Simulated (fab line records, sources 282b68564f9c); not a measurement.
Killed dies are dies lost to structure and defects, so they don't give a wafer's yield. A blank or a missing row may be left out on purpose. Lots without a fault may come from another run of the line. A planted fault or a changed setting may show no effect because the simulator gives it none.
Problem report in the 8D (eight disciplines) form, filled by code | flow rit_cmos | the parts of the form that need people (team, actions taken, sign-off) are left out

1. THE PROBLEM
PSD_RS at RIT_SDANNEAL_RS_MEAS_04 reads a mean of 121.2 ohm/sq on 6 wafers of 2 lots; wafers without a fault read 115.9 ohm/sq with a standard deviation of 0.33. That is +16 standard deviations from the usual mean.
The step: measures by four-point-probe.
First seen on wafer L616.2, day 6 19:38, on film_metro-04. The record holds 42 wafers of 14 lots with a number at this step. Rule for "out", or "out of limits": more than 4 standard deviations from the usual mean. The other wafers with a number count as sound.

2. WHAT IT IS AND WHAT IT IS NOT
question                    | is                           | is not
which readings at this step | PSD_RS                       | -
which lots                  | L616, L618                   | L599, L602, L604, L606, L607, L608, L609, L610, L612, L617, L619, L621
which wafers of those lots  | all that have a number       | -
read on which gauges        | film_metro-01, film_metro-04 | film_metro-03
when                        | from day 6 19:38             | up to then (27 sound wafers); but 9 sound wafers of L617, L619, L621 came after

3. SUSPECTS, AND WHAT RULES EACH OUT
Counting: a tool at a process step up to the reading stays a suspect if it ran every lot that is out and no sound lot after the first of them.
- the gauge at RIT_SDANNEAL_RS_MEAS_04: ruled out. The wafers that are out were read on 2 gauges (film_metro-01, film_metro-04).
- rtp_anneal-01 at RIT_SDANNEAL_RTA_03 (time 5 s): kept. It ran every lot that is out, first L616 (day 6 19:35), and no sound lot after that; its last sound lot up to then is L612 (day 5 22:34). Its own readings are out on those wafers: wafer_temp_C_max.
Left after counting: rtp_anneal-01 at RIT_SDANNEAL_RTA_03.

4. THE CAUSE (what the simulator had put in)
Process parameter drift: rtp_anneal-01, from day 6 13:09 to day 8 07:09, at RIT_SDANNEAL_RTA_03. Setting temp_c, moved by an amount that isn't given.
Counting left only this tool.

5. THE CHAIN OF EFFECTS, in route order
Each row: a reading whose mean over the struck wafers that have a number lies more than 3 standard deviations from the usual. Only readings for which the record gives a usual standard deviation are gone through. hours: the time from each lot's start at the first step in this table that gives one to its start at this step, as a median over the lots. sigmas: the change in usual standard deviations.
hours | step                    | reading          | usual        | on struck wafers | change | sigmas
0     | RIT_SDANNEAL_RTA_03     | wafer_temp_C_max | 1053.4       | 1046.3           | -7.1   | -7.2
0     | RIT_SDANNEAL_RS_MEAS_04 | PSD_RS           | 115.9 ohm/sq | 121.2            | +5.3   | +16
0     | RIT_SDANNEAL_RS_MEAS_06 | PLDD_RS          | 180.2 ohm/sq | 184.8            | +4.6   | +7.8
The process steps in it:
- RIT_SDANNEAL_RTA_03: time 5 s.

6. WHAT WOULD HAVE CAUGHT IT SOONER
In this record the first reading out of limits at a measuring or inspecting step was taken at day 6 19:38, 6 hours after the fault began at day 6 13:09.
The tool's own readings at RIT_SDANNEAL_RTA_03 were out on every struck wafer that the step has a row for (wafer_temp_C_max): an alarm limit on them would have fired on the first of those.
Of the lots that are out (2), L618 began RIT_SDANNEAL_RTA_03 on rtp_anneal-01 after day 6 19:38. A hold on the tool at that time would have spared it.
